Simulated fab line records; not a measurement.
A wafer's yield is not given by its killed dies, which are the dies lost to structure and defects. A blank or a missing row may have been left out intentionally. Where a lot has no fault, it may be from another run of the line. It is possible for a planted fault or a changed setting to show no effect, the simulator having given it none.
Split-lot trial || flow rit_cmos || on a route of 202 steps: 5 lots, 23 wafers read

## ABOUT THE SPLIT
At RIT_NLDD_IMPLANT_08, the setting energy_kev was moved away from the recipe's 20 on 6 of the 23 wafers read, by +3.6% to +4.4%. For the rest of the wafers, this setting stayed at what the recipe calls for.

## BETWEEN THE SPLIT AND THE READING: the file shows 1 step in between
- RIT_NLDD_STRIP_09: strips in O2, time 180 s

## THE READING
NLDD_TW, at RIT_NLDD_TW_MEAS_10. Fault-free wafers of this fab line usually give 2487, standard deviation 12.

{"wafer": "L075.1", "tool, chamber at the split": "implanter-01, 0", "energy_kev as run": 20.89, "against the recipe": "+4.4%", "NLDD_TW": 2506, "against lot-mates on the recipe": "+35"}
{"wafer": "L075.2", "tool, chamber at the split": "implanter-01, 0", "energy_kev as run": 20.89, "against the recipe": "+4.4%", "NLDD_TW": 2511, "against lot-mates on the recipe": "+40"}
{"wafer": "L075.3", "tool, chamber at the split": "implanter-01, 0", "energy_kev as run": 20, "against the recipe": "recipe", "NLDD_TW": 2467, "against lot-mates on the recipe": "-"}
{"wafer": "L075.4", "tool, chamber at the split": "implanter-01, 0", "energy_kev as run": 20.89, "against the recipe": "+4.4%", "NLDD_TW": 2505, "against lot-mates on the recipe": "+34"}
{"wafer": "L075.6", "tool, chamber at the split": "implanter-01, 0", "energy_kev as run": 20, "against the recipe": "recipe", "NLDD_TW": 2475, "against lot-mates on the recipe": "-"}
{"wafer": "L079.1", "tool, chamber at the split": "implanter-01, 0", "energy_kev as run": 20, "against the recipe": "recipe", "NLDD_TW": 2493, "against lot-mates on the recipe": "-"}
{"wafer": "L079.2", "tool, chamber at the split": "implanter-01, 0", "energy_kev as run": 20, "against the recipe": "recipe", "NLDD_TW": 2497, "against lot-mates on the recipe": "-"}
{"wafer": "L079.3", "tool, chamber at the split": "implanter-01, 0", "energy_kev as run": 20, "against the recipe": "recipe", "NLDD_TW": 2493, "against lot-mates on the recipe": "-"}
{"wafer": "L079.4", "tool, chamber at the split": "implanter-01, 0", "energy_kev as run": 20, "against the recipe": "recipe", "NLDD_TW": 2492, "against lot-mates on the recipe": "-"}
{"wafer": "L079.5", "tool, chamber at the split": "implanter-01, 0", "energy_kev as run": 20, "against the recipe": "recipe", "NLDD_TW": 2493, "against lot-mates on the recipe": "-"}
{"wafer": "L080.1", "tool, chamber at the split": "implanter-01, 0", "energy_kev as run": 20, "against the recipe": "recipe", "NLDD_TW": 2503, "against lot-mates on the recipe": "-"}
{"wafer": "L080.3", "tool, chamber at the split": "implanter-01, 0", "energy_kev as run": 20, "against the recipe": "recipe", "NLDD_TW": 2496, "against lot-mates on the recipe": "-"}
{"wafer": "L080.4", "tool, chamber at the split": "implanter-01, 0", "energy_kev as run": 20, "against the recipe": "recipe", "NLDD_TW": 2503, "against lot-mates on the recipe": "-"}
{"wafer": "L081.1", "tool, chamber at the split": "implanter-03, 0", "energy_kev as run": 20, "against the recipe": "recipe", "NLDD_TW": 2491, "against lot-mates on the recipe": "-"}
{"wafer": "L081.2", "tool, chamber at the split": "implanter-03, 0", "energy_kev as run": 20, "against the recipe": "recipe", "NLDD_TW": 2499, "against lot-mates on the recipe": "-"}
{"wafer": "L081.3", "tool, chamber at the split": "implanter-03, 0", "energy_kev as run": 20.73, "against the recipe": "+3.6%", "NLDD_TW": 2514, "against lot-mates on the recipe": "+19"}
{"wafer": "L081.4", "tool, chamber at the split": "implanter-03, 0", "energy_kev as run": 20.73, "against the recipe": "+3.6%", "NLDD_TW": 2522, "against lot-mates on the recipe": "+27"}
{"wafer": "L081.5", "tool, chamber at the split": "implanter-03, 0", "energy_kev as run": 20.73, "against the recipe": "+3.6%", "NLDD_TW": 2512, "against lot-mates on the recipe": "+17"}
{"wafer": "L085.1", "tool, chamber at the split": "implanter-03, 0", "energy_kev as run": 20, "against the recipe": "recipe", "NLDD_TW": 2488, "against lot-mates on the recipe": "-"}
{"wafer": "L085.2", "tool, chamber at the split": "implanter-03, 0", "energy_kev as run": 20, "against the recipe": "recipe", "NLDD_TW": 2485, "against lot-mates on the recipe": "-"}
{"wafer": "L085.4", "tool, chamber at the split": "implanter-03, 0", "energy_kev as run": 20, "against the recipe": "recipe", "NLDD_TW": 2477, "against lot-mates on the recipe": "-"}
{"wafer": "L085.5", "tool, chamber at the split": "implanter-03, 0", "energy_kev as run": 20, "against the recipe": "recipe", "NLDD_TW": 2463, "against lot-mates on the recipe": "-"}
{"wafer": "L085.6", "tool, chamber at the split": "implanter-03, 0", "energy_kev as run": 20, "against the recipe": "recipe", "NLDD_TW": 2475, "against lot-mates on the recipe": "-"}

FIT RESULTS
A straight line over all 23 wafers: NLDD_TW changes by +5.71 for each +1% of energy_kev; r = +0.69; the points scatter about the line by 11.
The same after taking each lot's own level away (the mean of its wafers on the recipe; 23 wafers): +7.24 for each +1%; r = +0.92; scatter 5.8.
That fit puts the effect of the largest move of energy_kev on the reading at 32.
Measured against the standard deviation above, the lots' own levels, which go from 2471.0 to 2500.7, span 2.5 times it.
So the lot-to-lot level blurs the effect unless lot-mates are compared.
Check: +31.3 against its lot-mates is what the line predicts for one of the wafers moved furthest among these (+4.4%) when that wafer is left out of the fit. Against them it came out at +35.

## OTHER SPLITS APPLIED TO THESE WAFERS
Before the reading, these wafers also passed through other splits. Each is held against what the fit with the lots' levels taken away leaves over:
{"other split on the same wafers": "RIT_ACTIVE_EXPOSE_08 dose_mj", "wafers away from the commonest value": 5, "r with NLDD_TW (lot level and that fit taken away)": -0.14}
{"other split on the same wafers": "RIT_ACTIVE_DEVELOP_10 develop_time_s", "wafers away from the commonest value": 9, "r with NLDD_TW (lot level and that fit taken away)": "+0.11"}
{"other split on the same wafers": "RIT_PWELL_COAT_01 resist_thk_nm", "wafers away from the commonest value": 9, "r with NLDD_TW (lot level and that fit taken away)": "+0.00"}
{"other split on the same wafers": "RIT_PWELL_IMPLANT_08 energy_kev", "wafers away from the commonest value": 5, "r with NLDD_TW (lot level and that fit taken away)": "+0.20"}
{"other split on the same wafers": "RIT_PRETRO_COAT_01 resist_thk_nm", "wafers away from the commonest value": 5, "r with NLDD_TW (lot level and that fit taken away)": "+0.26"}
{"other split on the same wafers": "RIT_PRETRO_SOFTBAKE_02 time_s", "wafers away from the commonest value": 7, "r with NLDD_TW (lot level and that fit taken away)": "+0.30"}
{"other split on the same wafers": "RIT_GATE_CVD_08 pressure_mtorr", "wafers away from the commonest value": 15, "r with NLDD_TW (lot level and that fit taken away)": -0.30}
{"other split on the same wafers": "RIT_GATE_DEVELOP_15 dev_temp_c", "wafers away from the commonest value": 6, "r with NLDD_TW (lot level and that fit taken away)": "+0.20"}
{"other split on the same wafers": "RIT_REOX_CLEAN_00 temp_c", "wafers away from the commonest value": 10, "r with NLDD_TW (lot level and that fit taken away)": "+0.29"}
{"other split on the same wafers": "RIT_NLDD_COAT_01 spin_rpm", "wafers away from the commonest value": 9, "r with NLDD_TW (lot level and that fit taken away)": -0.16}

## THE WHOLE CHAIN: every reading that the file lists as answering this split, in the file's order
{"step": "RIT_NLDD_IMPLANT_08", "what it does": "", "reading": "implant.drp_nm (the simulator's own value, which no gauge read)", "change (the file's fit)": "+0.0776 nm for each +1% of the setting", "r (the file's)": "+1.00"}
{"step": "RIT_NLDD_TW_MEAS_10", "what it does": "", "reading": "NLDD_TW", "change (the file's fit)": "+7.22 for each +1% of the setting", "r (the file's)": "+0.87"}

## FILE'S OWN FIT
NLDD_TW changes by +7.22 for each +1% of energy_kev, r = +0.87.
